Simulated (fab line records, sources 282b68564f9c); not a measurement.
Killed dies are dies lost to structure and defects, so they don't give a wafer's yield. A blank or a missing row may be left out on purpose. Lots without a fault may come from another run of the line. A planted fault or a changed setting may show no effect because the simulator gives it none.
A sampling plan put to the test | flow rit_cmos | one fab line, 14 faults that these records tell of, each judged on the records of the lots that it struck
The plan is the line's own looks: the steps of the route at which a gauge or an inspection reads the wafer and doesn't change it. A look can be judged if struck wafers have a number there and the file gives its usual mean and standard deviation on fault-free wafers. Caught: at a look after the fault's first step, the mean of the struck wafers lies 4 or more of those standard deviations (sigma) from the usual mean. On the tool: the same test on the tool's own readings at the fault's steps. Another recipe on the struck wafers, or a record that is blank for them alone, also counts as caught.

THE FAULTS, as the simulator had put them in
1. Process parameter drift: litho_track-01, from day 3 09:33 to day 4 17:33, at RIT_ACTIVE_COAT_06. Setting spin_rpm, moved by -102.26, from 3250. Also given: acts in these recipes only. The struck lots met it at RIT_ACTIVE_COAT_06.
2. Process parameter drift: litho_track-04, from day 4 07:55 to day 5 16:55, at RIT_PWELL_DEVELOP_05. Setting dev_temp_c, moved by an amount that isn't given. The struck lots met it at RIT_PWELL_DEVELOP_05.
3. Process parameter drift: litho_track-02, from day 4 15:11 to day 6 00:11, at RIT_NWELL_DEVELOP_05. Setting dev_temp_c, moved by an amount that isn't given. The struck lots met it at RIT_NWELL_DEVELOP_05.
4. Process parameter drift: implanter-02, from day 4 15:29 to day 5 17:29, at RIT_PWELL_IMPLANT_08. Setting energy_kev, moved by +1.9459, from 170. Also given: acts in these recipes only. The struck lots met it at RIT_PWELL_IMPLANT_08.
5. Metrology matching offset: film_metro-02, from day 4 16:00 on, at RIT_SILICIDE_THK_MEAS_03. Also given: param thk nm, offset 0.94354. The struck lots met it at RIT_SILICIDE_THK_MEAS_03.
6. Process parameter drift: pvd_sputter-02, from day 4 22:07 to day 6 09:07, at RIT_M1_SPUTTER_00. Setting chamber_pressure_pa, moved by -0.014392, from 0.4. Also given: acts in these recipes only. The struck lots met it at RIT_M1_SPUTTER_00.
7. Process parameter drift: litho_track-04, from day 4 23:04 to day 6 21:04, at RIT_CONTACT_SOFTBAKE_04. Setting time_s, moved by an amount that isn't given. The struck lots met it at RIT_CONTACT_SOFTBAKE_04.
8. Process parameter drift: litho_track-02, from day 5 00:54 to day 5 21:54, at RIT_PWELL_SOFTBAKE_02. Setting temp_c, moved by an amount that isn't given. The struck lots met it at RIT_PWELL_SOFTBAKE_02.
9. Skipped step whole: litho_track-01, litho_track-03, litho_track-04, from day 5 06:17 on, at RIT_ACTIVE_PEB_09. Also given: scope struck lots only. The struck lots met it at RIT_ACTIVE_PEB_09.
10. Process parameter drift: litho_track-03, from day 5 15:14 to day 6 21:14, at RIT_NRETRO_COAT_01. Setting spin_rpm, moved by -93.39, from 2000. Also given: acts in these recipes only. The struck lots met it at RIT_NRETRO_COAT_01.
11. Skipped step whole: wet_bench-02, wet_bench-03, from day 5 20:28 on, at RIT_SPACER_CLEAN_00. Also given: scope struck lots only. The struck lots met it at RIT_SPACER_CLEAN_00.
12. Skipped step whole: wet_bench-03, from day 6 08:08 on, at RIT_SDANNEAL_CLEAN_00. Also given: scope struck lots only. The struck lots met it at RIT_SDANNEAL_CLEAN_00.
13. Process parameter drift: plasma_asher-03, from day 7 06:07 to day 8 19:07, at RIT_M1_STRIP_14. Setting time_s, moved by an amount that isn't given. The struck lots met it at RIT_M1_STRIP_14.
14. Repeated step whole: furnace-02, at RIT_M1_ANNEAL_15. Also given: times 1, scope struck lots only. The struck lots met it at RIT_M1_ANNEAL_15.

WHAT THE PLAN SAW
fault | on the tool itself                               | first look that catches it                      | reading, sigma | median hours from its first step to that look | hours from the fault's start to the first struck lot there | judged looks passed uncaught
1     | spin_speed_rpm -40 sigma                         | none of the 2 looks that can be judged after it | -              | -                                             | -                                                          | 2
2     | developer_temp_C +10 sigma                       | none of the 3 looks that can be judged after it | -              | -                                             | -                                                          | 3
3     | developer_temp_C +9.3 sigma                      | no look after it can be judged                  | -              | -                                             | -                                                          | 0
4     | beam_energy_keV +37 sigma                        | no look after it can be judged                  | -              | -                                             | -                                                          | 0
5     | only faintly: SILICIDE_TI_THK +2.9 sigma         | no look after it can be judged                  | -              | -                                             | -                                                          | 0
6     | chamber_pressure_pa -19 sigma                    | no look after it can be judged                  | -              | -                                             | -                                                          | 0
7     | heater_power_total_W +47 sigma                   | no look after it can be judged                  | -              | -                                             | -                                                          | 0
8     | heater_power_total_W +15 sigma                   | no look after it can be judged                  | -              | -                                             | -                                                          | 0
9     | no reading that can be judged                    | none of the 2 looks that can be judged after it | -              | -                                             | -                                                          | 2
10    | spin_speed_rpm -58 sigma                         | no look after it can be judged                  | -              | -                                             | -                                                          | 0
11    | the tool's record is blank for the struck wafers | no look after it can be judged                  | -              | -                                             | -                                                          | 0
12    | the tool's record is blank for the struck wafers | no look after it can be judged                  | -              | -                                             | -                                                          | 0
13    | run_length_s +19 sigma                           | no look after it can be judged                  | -              | -                                             | -                                                          | 0
14    | under 2 sigma                                    | no look after it can be judged                  | -              | -                                             | -                                                          | 0
A dash: the fault isn't caught, or these records don't give the number.

Caught at a look: 0 of 14. Caught on the tool: 11 of 14. By one or the other: 11 of 14.
Caught on the tool alone: faults 1, 2, 3, 4, 6, 7, 8, 10, 11, 12, 13.
Caught by neither: faults 5, 9, 14.
